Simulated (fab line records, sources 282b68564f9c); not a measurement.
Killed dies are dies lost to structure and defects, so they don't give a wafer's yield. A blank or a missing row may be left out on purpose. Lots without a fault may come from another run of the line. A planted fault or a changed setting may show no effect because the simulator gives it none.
Split-lot experiment | flow rit_cmos | 5 lots, 23 wafers read, on a route of 202 steps

THE SPLIT
At RIT_NWELL_IMPLANT_08, the setting dose_cm2 was moved away from the recipe's 5e+13 on 7 of the 23 wafers read, by -5.0% to +7.1%. The other wafers ran this setting at the recipe's value.

FROM THE SPLIT TO THE READING: what the file shows between them, 9 steps
- RIT_NWELL_STRIP_09: strips in O2, time 180 s
- RIT_NWELL_TW_MEAS_10
- RIT_PWELL_SOFTBAKE_02: time 60 s (also split here: temp_c)
- RIT_PWELL_EXPOSE_03: exposes mask M3, target cd 43700 nm
- RIT_PWELL_PEB_04
- RIT_PWELL_DEVELOP_05: develop time 68 s
- RIT_PWELL_IMPLANT_08 (also split here: energy_kev)
- RIT_PWELL_STRIP_09: strips in O2, time 180 s
- RIT_WELLDRIVE_ANNEAL_00: time 14700 s

THE READING
NWELL_RS, in ohm/sq, at RIT_WELLDRIVE_RS_MEAS_01 (measures by four-point-probe). Fault-free wafers of this fab line usually give 275.4 ohm/sq, standard deviation 0.79 ohm/sq.

wafer  | tool, chamber at the split | dose_cm2 as run | against the recipe | NWELL_RS, ohm/sq | against lot-mates on the recipe
L074.2 | implanter-02, 0            | 5e+13           | recipe             | 276.1            | -
L074.3 | implanter-02, 0            | 5e+13           | recipe             | 275.0            | -
L074.5 | implanter-02, 0            | 5e+13           | recipe             | 275.0            | -
L075.1 | implanter-01, 0            | 5e+13           | recipe             | 275.5            | -
L075.3 | implanter-01, 0            | 5e+13           | recipe             | 275.3            | -
L075.4 | implanter-01, 0            | 5e+13           | recipe             | 275.8            | -
L075.5 | implanter-01, 0            | 5e+13           | recipe             | 275.7            | -
L075.6 | implanter-01, 0            | 5e+13           | recipe             | 274.9            | -
L077.2 | implanter-02, 0            | 4.82e+13        | -3.6%              | 281.0            | +5.4
L077.3 | implanter-02, 0            | 5e+13           | recipe             | 275.3            | -
L077.4 | implanter-02, 0            | 5e+13           | recipe             | 275.9            | -
L077.5 | implanter-02, 0            | 4.82e+13        | -3.6%              | 281.2            | +5.6
L077.6 | implanter-02, 0            | 4.82e+13        | -3.6%              | 281.4            | +5.8
L079.1 | implanter-01, 0            | 5e+13           | recipe             | 275.0            | -
L079.3 | implanter-01, 0            | 4.752e+13       | -5.0%              | 283.2            | +8.1
L079.4 | implanter-01, 0            | 4.752e+13       | -5.0%              | 283.1            | +8.0
L079.5 | implanter-01, 0            | 5e+13           | recipe             | 275.4            | -
L079.6 | implanter-01, 0            | 5e+13           | recipe             | 274.9            | -
L084.1 | implanter-02, 0            | 5e+13           | recipe             | 274.7            | -
L084.3 | implanter-02, 0            | 5e+13           | recipe             | 273.4            | -
L084.4 | implanter-02, 0            | 5e+13           | recipe             | 274.9            | -
L084.5 | implanter-02, 0            | 5.356e+13       | +7.1%              | 263.3            | -11.0
L084.6 | implanter-02, 0            | 5.356e+13       | +7.1%              | 262.9            | -11.4

THE FIT
A straight line over all 23 wafers: NWELL_RS changes by -1.67 ohm/sq for each +1% of dose_cm2; r = -0.99; the points scatter about the line by 0.55 ohm/sq.
The same after taking each lot's own level away (the mean of its wafers on the recipe; 23 wafers): -1.58 ohm/sq for each +1%; r = -1.00; scatter 0.39 ohm/sq.
On that fit, the largest move of dose_cm2 shifts the reading by 11 ohm/sq.
The lots' own levels span 274.33 to 275.60 ohm/sq, that is 1.6 times the standard deviation above.
So the lot-to-lot level changes the slope little: the two slopes agree.
Check: with one of the wafers moved furthest among these (+7.1%) left out of the fit, the line predicts -11.4 ohm/sq for it against its lot-mates. It came out at -11 ohm/sq against them.

OTHER SPLITS ON THESE WAFERS
These wafers also went through other splits before the reading. Each is held against what the fit with the lots' levels taken away leaves over:
other split on the same wafers  | wafers away from the commonest value | r with NWELL_RS (lot level and that fit taken away)
RIT_ACTIVE_CVD_03 time_s        | 15                                   | +0.02
RIT_ACTIVE_COAT_06 spin_rpm     | 10                                   | -0.13
RIT_NWELL_COAT_01 spin_rpm      | 9                                    | +0.08
RIT_PWELL_SOFTBAKE_02 temp_c    | 10                                   | -0.13
RIT_PWELL_IMPLANT_08 energy_kev | 4                                    | -0.30

THE WHOLE CHAIN: every reading that the file lists as answering this split, in the file's order
step                     | what it does                 | reading  | change (the file's fit)           | r (the file's)
RIT_NWELL_TW_MEAS_10     |                              | NWELL_TW | +7.65 for each +1% of the setting | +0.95
RIT_WELLDRIVE_RS_MEAS_01 | measures by four-point-probe | NWELL_RS | -1.59 for each +1% of the setting | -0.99

THE FILE'S OWN FIT
NWELL_RS changes by -1.59 ohm/sq for each +1% of dose_cm2, r = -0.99.
